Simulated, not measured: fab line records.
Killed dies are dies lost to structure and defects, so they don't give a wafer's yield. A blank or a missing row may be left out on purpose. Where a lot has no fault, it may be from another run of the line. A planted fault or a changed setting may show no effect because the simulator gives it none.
What tool caused it? + flow berkeley_cmos170 + 42 wafers from 14 lots sampled at 4 of the route's 331 steps

WHAT THE GAUGES READ, wafer by wafer
UCB170_NWELL_TW_MEAS_16. Usual: for NWELL_TW the level is 1238 and the standard deviation is 17.
| lot  | measured    | on            | NWELL_TW       | flag |
|------|-------------|---------------|----------------|------|
| L913 | day 3 01:26 | film_metro-03 | 1217 1215 1209 |      |
| L916 | day 3 12:59 | film_metro-03 | 1215 1213 1215 |      |
| L917 | day 3 18:38 | film_metro-04 | 1257 1254 1255 |      |
| L918 | day 3 18:54 | film_metro-03 | 1220 1211 1214 |      |
| L922 | day 4 05:59 | film_metro-01 | 1251 1252 1248 |      |
| L923 | day 4 15:38 | film_metro-04 | 1251 1257 1249 |      |
| L924 | day 4 15:55 | film_metro-03 | 1224 1222 1221 |      |
| L926 | day 5 06:47 | film_metro-03 | 1224 1235 1237 |      |
| L928 | day 5 13:58 | film_metro-01 | 1246 1242 1246 |      |
| L929 | day 5 22:01 | film_metro-01 | 1244 1239 1239 |      |
| L930 | day 6 06:29 | film_metro-03 | 1220 1226 1215 |      |
| L931 | day 6 06:32 | film_metro-04 | 1245 1243 1248 |      |
| L934 | day 6 20:28 | film_metro-01 | 1250 1250 1250 |      |
| L936 | day 7 03:28 | film_metro-04 | 1261 1262 1264 |      |

UCB170_ACTIVE_THK_MEAS_06. Usual: for ACTIVE_NITRIDE_THK the level is 219.9 nm and the standard deviation is 1.9.
| lot  | measured    | on            | ACTIVE_NITRIDE_THK (nm) | flag |
|------|-------------|---------------|-------------------------|------|
| L913 | day 5 07:41 | film_metro-03 | 221.4 219.7 219.0       |      |
| L916 | day 5 16:37 | film_metro-03 | 221.0 220.6 219.5       |      |
| L917 | day 5 16:41 | film_metro-01 | 221.0 219.6 219.6       |      |
| L918 | day 5 16:38 | film_metro-02 | 216.4 217.4 217.2       |      |
| L922 | day 6 10:02 | film_metro-03 | 220.1 220.7 221.4       |      |
| L926 | day 7 05:53 | film_metro-01 | 218.4 217.4 217.8       |      |
| L928 | day 7 20:23 | film_metro-02 | 218.5 219.2 219.3       |      |
| L929 | day 7 20:23 | film_metro-03 | 221.1 219.6 219.9       |      |
| L930 | day 8 10:52 | film_metro-02 | 222.8 223.4 222.2       |      |
| L931 | day 8 10:56 | film_metro-02 | 217.7 217.9 218.7       |      |
| L934 | day 8 22:18 | film_metro-01 | 224.6 224.9 223.7       |      |
| L936 | day 9 05:51 | film_metro-03 | 220.5 220.1 220.7       |      |

WHAT TOOL EACH LOT RAN ON (gives the tool, then ch and the chambers of the sampled wafers, and finally the start)
| lot  | UCB170_ZERO_ETCH_06               | UCB170_NWELL_ANNEAL_03       |
|------|-----------------------------------|------------------------------|
| L913 | rie_diel-03 ch 1,2,3, day 2 05:49 | furnace-01 ch 0, day 2 20:21 |
| L916 | rie_diel-01 ch 1,2,3, day 2 21:34 | furnace-02 ch 0, day 3 07:55 |
| L917 | rie_diel-03 ch 1,2, day 3 04:08   | furnace-04 ch 0, day 3 13:40 |
| L918 | rie_diel-02 ch 0,3, day 3 04:22   | furnace-04 ch 0, day 3 13:40 |
| L922 | rie_diel-01 ch 0,1,2, day 3 15:15 | furnace-01 ch 0, day 4 01:01 |
| L923 | rie_diel-01 ch 1,2,3, day 4 00:38 | furnace-04, day 4 10:11      |
| L924 | rie_diel-03 ch 0,1,2, day 4 03:40 | furnace-04, day 4 10:11      |
| L926 | rie_diel-02 ch 0,2, day 4 15:55   | furnace-04 ch 0, day 5 01:47 |
| L928 | rie_diel-01 ch 0,2,3, day 4 22:32 | furnace-01 ch 0, day 5 09:01 |
| L929 | rie_diel-03 ch 0,1,3, day 5 06:07 | furnace-01 ch 0, day 5 17:22 |
| L930 | rie_diel-03 ch 0,1,2, day 5 13:19 | furnace-04 ch 0, day 6 01:49 |
| L931 | rie_diel-01 ch 1,2,3, day 5 13:20 | furnace-04 ch 0, day 6 01:49 |
| L934 | rie_diel-02 ch 0,1,3, day 6 06:23 | furnace-02 ch 0, day 6 15:38 |
| L936 | rie_diel-03 ch 0,2,3, day 6 14:14 | furnace-02 ch 0, day 6 22:23 |
- UCB170_ZERO_ETCH_06: etches SiO2 in CHF3/CF4/Ar, time 12 s.
- UCB170_NWELL_ANNEAL_03: time 900 s.

WHAT THE TOOLS THEMSELVES READ (means of the sampled wafers that have a number; where no wafer has one, the mark that the record gives instead)
UCB170_ZERO_ETCH_06. Usual: chamber_pressure_mTorr 99.99 mTorr, standard deviation 0.093; drypump_motor_current_A 5.7 A, standard deviation 0.42; oes_product_au 0.615 a.u., standard deviation 0.012; rf_fwd_power_W 490.8 W, standard deviation 2.5; throttle_valve_pct 9.23 %, standard deviation 0.14.
| lot  | tool        | chamber_pressure_mTorr (mTorr) | drypump_motor_current_A (A) | oes_product_au (a.u.) | rf_fwd_power_W (W) | throttle_valve_pct (%) | flag |
|------|-------------|--------------------------------|-----------------------------|-----------------------|--------------------|------------------------|------|
| L913 | rie_diel-03 | 99.92                          | 5.9                         | 0.620                 | 489.1              | 9.24                   |      |
| L916 | rie_diel-01 | 99.96                          | 6.0                         | 0.609                 | 490.3              | 9.13                   |      |
| L917 | rie_diel-03 | 99.98                          | 5.5                         | 0.614                 | 490.8              | 9.12                   |      |
| L918 | rie_diel-02 | 99.98                          | 5.3                         | 0.616                 | 492.0              | 9.35                   |      |
| L922 | rie_diel-01 | 99.97                          | 5.8                         | 0.618                 | 491.9              | 9.13                   |      |
| L923 | rie_diel-01 | 100.00                         | 5.9                         | 0.614                 | 492.3              | 9.14                   |      |
| L924 | rie_diel-03 | 100.03                         | 5.4                         | 0.619                 | 490.0              | 9.25                   |      |
| L926 | rie_diel-02 | 99.94                          | 5.8                         | 0.606                 | 493.7              | 9.36                   |      |
| L928 | rie_diel-01 | 99.98                          | 5.7                         | 0.605                 | 492.3              | 9.17                   |      |
| L929 | rie_diel-03 | 99.97                          | 5.7                         | 0.621                 | 491.2              | 9.32                   |      |
| L930 | rie_diel-03 | 100.08                         | 5.4                         | 0.617                 | 490.6              | 9.26                   |      |
| L931 | rie_diel-01 | 99.98                          | 5.9                         | 0.611                 | 490.2              | 9.13                   |      |
| L934 | rie_diel-02 | 100.03                         | 5.6                         | 0.627                 | 491.1              | 9.29                   |      |
| L936 | rie_diel-03 | 100.04                         | 5.7                         | 0.623                 | 489.7              | 9.39                   |      |

UCB170_NWELL_ANNEAL_03. Usual: spike_tc_centre_C 1003.4 C, standard deviation 1.1; spike_tc_load_C 1025.9 C, standard deviation 1.1; spike_tc_source_C 1023.4 C, standard deviation 2.6; zone_power_centre_pct 46.1 %, standard deviation 1.9.
| lot  | tool       | spike_tc_centre_C (C) | spike_tc_load_C (C) | spike_tc_source_C (C) | zone_power_centre_pct (%) | flag |
|------|------------|-----------------------|---------------------|-----------------------|---------------------------|------|
| L913 | furnace-01 | 1003.4                | 1026.3              | 1026.8                | 43.2                      |      |
| L916 | furnace-02 | 1004.0                | 1025.6              | 1019.9                | 48.1                      |      |
| L917 | furnace-04 | 1003.1                | 1026.7              | 1023.7                | 47.7                      |      |
| L918 | furnace-04 | 1003.9                | 1026.8              | 1023.1                | 47.4                      |      |
| L922 | furnace-01 | 1003.0                | 1026.1              | 1026.5                | 43.3                      |      |
| L923 | furnace-04 | -                     | -                   | -                     | -                         | OFF  |
| L924 | furnace-04 | -                     | -                   | -                     | -                         | OFF  |
| L926 | furnace-04 | 1003.6                | 1025.9              | 1023.4                | 47.3                      |      |
| L928 | furnace-01 | 1004.1                | 1025.3              | 1026.2                | 43.5                      |      |
| L929 | furnace-01 | 1002.9                | 1026.7              | 1027.7                | 43.7                      |      |
| L930 | furnace-04 | 1003.1                | 1026.8              | 1021.9                | 47.6                      |      |
| L931 | furnace-04 | 1003.3                | 1026.3              | 1022.6                | 47.3                      |      |
| L934 | furnace-02 | 1002.7                | 1025.2              | 1021.4                | 47.4                      |      |
| L936 | furnace-02 | 1003.1                | 1024.9              | 1021.1                | 47.7                      |      |

THE ANSWER, worked out from the rows above alone
Rule: take the mean of a lot's wafers that have a number; if it is more than 3 standard deviations from the usual mean, the lot is off. Also off: a lot with no number at a reading for which 4 or more lots have one. Any other lot the step has rows for is counted as sound. The gauges are gone through in route order, then the tools' own readings, and for those a lot's mean is taken as printed above. The first step at which some lot is off is used, and at that step the reading that is off furthest; a lot without a number counts as furthest.
Off, at UCB170_NWELL_ANNEAL_03 on spike_tc_centre_C: L923, L924. Without a number there: L923, L924.
A tool fits if, at that step or a process step before it, it ran every lot that is off, and no sound lot after the first of them. Not one of the candidates tried fits.

WHAT THE SIMULATOR PUT IN
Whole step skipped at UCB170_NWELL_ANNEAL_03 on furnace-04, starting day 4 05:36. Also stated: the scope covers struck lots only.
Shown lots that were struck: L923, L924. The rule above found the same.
